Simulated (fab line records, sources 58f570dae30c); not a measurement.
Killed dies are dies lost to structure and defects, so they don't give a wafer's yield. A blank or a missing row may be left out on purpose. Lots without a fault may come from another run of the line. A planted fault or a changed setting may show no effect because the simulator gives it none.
Which tool did it? | flow berkeley_cmos170 | 11 lots, 33 wafers sampled, at 2 steps of a route of 331

WHAT THE GAUGES READ, wafer by wafer
UCB170_ACTIVE_CD_MEAS_13: target cd 1200 nm.
lot  | measured    | on        | cd_nm (nm)
L271 | day 3 23:07 | cd_sem-01 | 1201.2 1202.4 1201.2
L272 | day 4 14:46 | cd_sem-02 | 1200.4 1201.3 1200.9
L274 | day 5 00:28 | cd_sem-02 | 1198.6 1198.7 1199.9
L278 | day 6 06:37 | cd_sem-01 | 1191.0 1182.4 1191.0 1191.4 1182.0 1191.4
L284 | day 7 05:24 | cd_sem-01 | 1201.5 1201.0 1201.4
L286 | day 7 16:16 | cd_sem-02 | 1200.3 1199.3 1198.5
L288 | day 8 01:15 | cd_sem-02 | 1201.1 1201.9 1200.8
L290 | day 8 18:01 | cd_sem-02 | 1198.6 1198.7 1199.4
L292 | day 8 17:56 | cd_sem-02 | 1200.3 1200.3 1200.5
L293 | day 8 21:23 | cd_sem-02 | 1201.6 1201.4 1201.3
L294 | day 9 10:58 | cd_sem-01 | 1202.8 1201.2 1201.4

WHICH TOOL RAN EACH LOT (tool, then ch and the chambers of the sampled wafers, then the start)
lot  | UCB170_ACTIVE_EXPOSE_10
L271 | krf_scanner-02 ch 0, day 3 22:43
L272 | krf_scanner-02 ch 0, day 4 14:22
L274 | krf_scanner-02 ch 0, day 5 00:04
L278 | krf_scanner-01 ch 0, day 6 06:07
L284 | krf_scanner-02 ch 0, day 7 04:21
L286 | krf_scanner-02 ch 0, day 7 15:52
L288 | krf_scanner-02 ch 0, day 8 00:52
L290 | krf_scanner-02 ch 0, day 8 17:16
L292 | krf_scanner-02 ch 0, day 8 17:11
L293 | krf_scanner-01 ch 0, day 8 21:00
L294 | krf_scanner-02 ch 0, day 9 10:34
- UCB170_ACTIVE_EXPOSE_10: exposes mask ACTIVE, target cd 1200 nm.

THE ANSWER, worked out from the rows above alone
Rule: what is usual is taken from the lots themselves. Put in order of their means at a reading, lots are off if they are a third of the lots or fewer, leave a main group of 4 or more, and stand apart from it by a gap of 3 or more times the standard deviation of the main group's means; of several such gaps the widest counts. A main group whose means are all the same, to the digits that the tables above print for the reading, isn't used. A lot without any number at a reading at which 4 lots or more have one is off too. The other lots that the step has rows for count as sound.
Off: L278, at UCB170_ACTIVE_CD_MEAS_13 (cd_nm). The main group: mean 1200.6 nm, standard deviation 1.
A tool fits if, at a process step before that reading, it ran every lot that is off, and no sound lot after the first of them. The gauges at UCB170_ACTIVE_CD_MEAS_13 are tried like those tools. None of those tried fits.

WHAT THE SIMULATOR HAD PUT IN
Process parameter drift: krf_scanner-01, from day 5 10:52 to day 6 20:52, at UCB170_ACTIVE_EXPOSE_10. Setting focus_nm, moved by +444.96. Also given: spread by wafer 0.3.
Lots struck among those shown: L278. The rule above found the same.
